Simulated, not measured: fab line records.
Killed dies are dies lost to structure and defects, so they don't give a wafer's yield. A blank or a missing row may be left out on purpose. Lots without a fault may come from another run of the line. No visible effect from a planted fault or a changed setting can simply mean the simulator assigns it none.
Problem report, 8D (eight disciplines) form, completed by code ; flow berkeley_cmos170 ; the parts of the form that need people (team, actions taken, sign-off) are left out

== 1. WHAT IS WRONG ==
Wafers free of any fault read 616.2 ohm/sq (standard deviation 1.8) for NLDD_RS at UCB170_SDANNEAL_RS_MEAS_05, against a mean of 580.2 ohm/sq on 6 wafers of 2 lots. That is -20 standard deviations from the usual mean.
The step: measures by four-point-probe.
Earliest sighting: wafer L528.1 on film_metro-01 at day 8 01:18. The record has a number at this step for 42 wafers belonging to 14 lots. Rule for "out", or "out of limits": more than 4 standard deviations from the usual mean. Any other wafer with a number is counted as sound.

== 2. WHAT IT IS AND WHAT IT IS NOT ==
question;is;is not
which readings at this step;NLDD_RS;-
which lots;L528, L530;L522, L524, L525, L526, L527, L538, L539, L540, L542, L543, L544, L545
which wafers of those lots;all that have a number;-
read on which gauges;film_metro-01, film_metro-04;film_metro-02
when;from day 8 01:18;"up to then (12 sound wafers); but 24 sound wafers of L526, L538, L539, L540, L542, L543, L544, L545 came after"

== 3. SUSPECTS, AND WHAT RULES EACH OUT ==
Counting: any tool at a process step up to the reading is kept as a suspect provided that every lot that is out went through it and no sound lot did after the first of them.
- the gauge at UCB170_SDANNEAL_RS_MEAS_05: ruled out. Those wafers that are out were read across 2 gauges (film_metro-01, film_metro-04).
- implanter-04 at UCB170_NLDD_IMPLANT_08: ruled out as a lasting fault. Sound lots L542, L543 ran on it after its first lot that is out, L528 (day 7 13:14).
Left after counting: nothing in the record.

== 4. THE CAUSE (what the simulator had put in) ==
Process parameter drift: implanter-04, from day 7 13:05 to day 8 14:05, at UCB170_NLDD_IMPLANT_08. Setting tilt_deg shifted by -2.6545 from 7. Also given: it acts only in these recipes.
Counting ruled it out, wrongly: the rule takes a fault to strike every lot that its tool runs from its start on, and this one did not.

== 5. THE CHAIN OF EFFECTS, in route order ==
Each row: a reading whose mean over the struck wafers that have a number lies more than 3 standard deviations from the usual. Readings are gone through only where the record gives a usual standard deviation; hours: the median, over the lots, of the time from a lot's start at the first step in this table giving one to that lot's start at this step; sigmas: the change measured in usual standard deviations.
hours;step;reading;usual;on struck wafers;change;sigmas
0;UCB170_NLDD_IMPLANT_08;tilt_deg;7.003 degrees;4.328;-2.675;-99 or more
11;UCB170_SDANNEAL_RS_MEAS_05;NLDD_RS;616.2 ohm/sq;580.2;-36.0;-20
Process steps it contains:
- UCB170_NLDD_IMPLANT_08

== 6. WHAT WOULD HAVE CAUGHT IT SOONER ==
12 hours passed between the start of the fault at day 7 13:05 and the first reading out of limits at a measuring or inspecting step in this record, taken at day 8 01:18.
The tool's own readings at UCB170_NLDD_IMPLANT_08 were out on every struck wafer that the step has a row for (tilt_deg): an alarm limit on them would have fired on the first of those.
